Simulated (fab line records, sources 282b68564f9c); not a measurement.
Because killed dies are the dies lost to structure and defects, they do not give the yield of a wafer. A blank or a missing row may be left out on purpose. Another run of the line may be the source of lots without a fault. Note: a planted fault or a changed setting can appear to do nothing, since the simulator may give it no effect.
Split-lot trial / flow rit-cmos / 5 lots, 23 wafers read, on a route of 202 steps

## SPLIT DETAILS
At RIT_PWELL_COAT_01 (resist thk 1300 nm), the setting spin-rpm was moved away from the recipe's 2000 rpm on 7 of the 23 wafers read, by -4.5% to +6.2%. For the rest of the wafers, this setting stayed at what the recipe calls for.

## FROM THE SPLIT TO THE READING: what the file shows between them, 3 steps
- RIT_PWELL_SOFTBAKE_02: time 60 s
- RIT_PWELL_EXPOSE_03: exposes mask M3, target cd 43700 nm
- RIT_PWELL_DEVELOP_05: develop time 68 s

## THE READING
NOVOLAK_of_PWELL_COAT_01.thk-nm (the simulator's own value, which no gauge read), in nm, at RIT_PWELL_HARDBAKE_07 (time 120 s). The file gives no usual value for it. The 16 wafers here that ran the recipe average 1135 nm, standard deviation 4.8 nm.

wafer=L077.1; tool, chamber at the split=litho-track-01, 0; spin-rpm as run, rpm=2000; against the recipe=recipe; NOVOLAK_of_PWELL_COAT_01.thk-nm, nm=1140; against lot-mates on the recipe=-
wafer=L077.3; tool, chamber at the split=litho-track-01, 0; spin-rpm as run, rpm=2000; against the recipe=recipe; NOVOLAK_of_PWELL_COAT_01.thk-nm, nm=1140; against lot-mates on the recipe=-
wafer=L077.4; tool, chamber at the split=litho-track-01, 0; spin-rpm as run, rpm=2000; against the recipe=recipe; NOVOLAK_of_PWELL_COAT_01.thk-nm, nm=1143; against lot-mates on the recipe=-
wafer=L078.1; tool, chamber at the split=litho-track-03, 0; spin-rpm as run, rpm=2000; against the recipe=recipe; NOVOLAK_of_PWELL_COAT_01.thk-nm, nm=1129; against lot-mates on the recipe=-
wafer=L078.6; tool, chamber at the split=litho-track-03, 0; spin-rpm as run, rpm=2000; against the recipe=recipe; NOVOLAK_of_PWELL_COAT_01.thk-nm, nm=1129; against lot-mates on the recipe=-
wafer=L078.2; tool, chamber at the split=litho-track-03, 0; spin-rpm as run, rpm=2000; against the recipe=recipe; NOVOLAK_of_PWELL_COAT_01.thk-nm, nm=1128; against lot-mates on the recipe=-
wafer=L078.4; tool, chamber at the split=litho-track-03, 0; spin-rpm as run, rpm=2000; against the recipe=recipe; NOVOLAK_of_PWELL_COAT_01.thk-nm, nm=1133; against lot-mates on the recipe=-
wafer=L078.5; tool, chamber at the split=litho-track-03, 0; spin-rpm as run, rpm=2000; against the recipe=recipe; NOVOLAK_of_PWELL_COAT_01.thk-nm, nm=1135; against lot-mates on the recipe=-
wafer=L079.1; tool, chamber at the split=litho-track-03, 0; spin-rpm as run, rpm=1941; against the recipe=-2.9%; NOVOLAK_of_PWELL_COAT_01.thk-nm, nm=1149; against lot-mates on the recipe=+17
wafer=L079.2; tool, chamber at the split=litho-track-03, 0; spin-rpm as run, rpm=2000; against the recipe=recipe; NOVOLAK_of_PWELL_COAT_01.thk-nm, nm=1133; against lot-mates on the recipe=-
wafer=L079.3; tool, chamber at the split=litho-track-03, 0; spin-rpm as run, rpm=1941; against the recipe=-2.9%; NOVOLAK_of_PWELL_COAT_01.thk-nm, nm=1153; against lot-mates on the recipe=+21
wafer=L079.4; tool, chamber at the split=litho-track-03, 0; spin-rpm as run, rpm=2000; against the recipe=recipe; NOVOLAK_of_PWELL_COAT_01.thk-nm, nm=1131; against lot-mates on the recipe=-
wafer=L079.6; tool, chamber at the split=litho-track-03, 0; spin-rpm as run, rpm=2000; against the recipe=recipe; NOVOLAK_of_PWELL_COAT_01.thk-nm, nm=1132; against lot-mates on the recipe=-
wafer=L083.2; tool, chamber at the split=litho-track-03, 0; spin-rpm as run, rpm=2000; against the recipe=recipe; NOVOLAK_of_PWELL_COAT_01.thk-nm, nm=1137; against lot-mates on the recipe=-
wafer=L083.3; tool, chamber at the split=litho-track-03, 0; spin-rpm as run, rpm=2000; against the recipe=recipe; NOVOLAK_of_PWELL_COAT_01.thk-nm, nm=1137; against lot-mates on the recipe=-
wafer=L083.4; tool, chamber at the split=litho-track-03, 0; spin-rpm as run, rpm=2123; against the recipe=+6.2%; NOVOLAK_of_PWELL_COAT_01.thk-nm, nm=1105; against lot-mates on the recipe=-31
wafer=L083.5; tool, chamber at the split=litho-track-03, 0; spin-rpm as run, rpm=2123; against the recipe=+6.2%; NOVOLAK_of_PWELL_COAT_01.thk-nm, nm=1106; against lot-mates on the recipe=-30
wafer=L083.6; tool, chamber at the split=litho-track-03, 0; spin-rpm as run, rpm=2000; against the recipe=recipe; NOVOLAK_of_PWELL_COAT_01.thk-nm, nm=1134; against lot-mates on the recipe=-
wafer=L084.1; tool, chamber at the split=litho-track-01, 0; spin-rpm as run, rpm=1910; against the recipe=-4.5%; NOVOLAK_of_PWELL_COAT_01.thk-nm, nm=1169; against lot-mates on the recipe=+27
wafer=L084.2; tool, chamber at the split=litho-track-01, 0; spin-rpm as run, rpm=1910; against the recipe=-4.5%; NOVOLAK_of_PWELL_COAT_01.thk-nm, nm=1169; against lot-mates on the recipe=+27
wafer=L084.3; tool, chamber at the split=litho-track-01, 0; spin-rpm as run, rpm=1910; against the recipe=-4.5%; NOVOLAK_of_PWELL_COAT_01.thk-nm, nm=1168; against lot-mates on the recipe=+26
wafer=L084.5; tool, chamber at the split=litho-track-01, 0; spin-rpm as run, rpm=2000; against the recipe=recipe; NOVOLAK_of_PWELL_COAT_01.thk-nm, nm=1141; against lot-mates on the recipe=-
wafer=L084.6; tool, chamber at the split=litho-track-01, 0; spin-rpm as run, rpm=2000; against the recipe=recipe; NOVOLAK_of_PWELL_COAT_01.thk-nm, nm=1143; against lot-mates on the recipe=-

FIT RESULTS
A straight line over all 23 wafers: NOVOLAK_of_PWELL_COAT_01.thk-nm changes by -5.85 nm for each +1% of spin-rpm; r = -0.95; the points scatter about the line by 5.2 nm.
The same after taking each lot's own level away (the mean of its wafers on the recipe; 23 wafers): -5.47 nm for each +1%; r = -0.99; scatter 2.1 nm.
That fit puts the effect of the largest move of spin-rpm on the reading at 34 nm.
Measured against the standard deviation above, the lots' own levels, which go from 1130.8 to 1142.0 nm, span 2.3 times it.
The two slopes are in agreement: the lot-to-lot level therefore moves the slope only a little.
Check: -33.7 nm against its lot-mates is what the line predicts for one of the wafers moved furthest among these (+6.2%) when that wafer is left out of the fit. Against them it came out at -31 nm.

## OTHER SPLITS ON THESE WAFERS
Other splits were also applied to these wafers ahead of the reading. Each is held against what the fit with the lots' levels taken away leaves over:
other split on the same wafers=RIT_ACTIVE_CVD_03 pressure-mtorr; wafers away from the commonest value=15; r with NOVOLAK_of_PWELL_COAT_01.thk-nm (lot level and that fit taken away)=+0.07
other split on the same wafers=RIT_ACTIVE_ETCH_13 time-s; wafers away from the commonest value=9; r with NOVOLAK_of_PWELL_COAT_01.thk-nm (lot level and that fit taken away)=-0.25
other split on the same wafers=RIT_FOX2_OXIDATION_00 temp-c; wafers away from the commonest value=15; r with NOVOLAK_of_PWELL_COAT_01.thk-nm (lot level and that fit taken away)=+0.08

## THE WHOLE CHAIN: every reading that the file lists as answering this split, in the file's order
step=RIT_PWELL_COAT_01; what it does=resist thk 1300 nm; reading=NOVOLAK_of_PWELL_COAT_01.thk-nm (the simulator's own value, which no gauge read); change (the file's fit)=-6.33 nm for each +1% of the setting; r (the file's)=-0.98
step=RIT_PWELL_HARDBAKE_07; what it does=time 120 s; reading=NOVOLAK_of_PWELL_COAT_01.thk-nm (the simulator's own value, which no gauge read); change (the file's fit)=-5.45 nm for each +1% of the setting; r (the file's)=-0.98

## FILE'S OWN FIT
NOVOLAK_of_PWELL_COAT_01.thk-nm changes by -5.45 nm for each +1% of spin-rpm, r = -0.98.
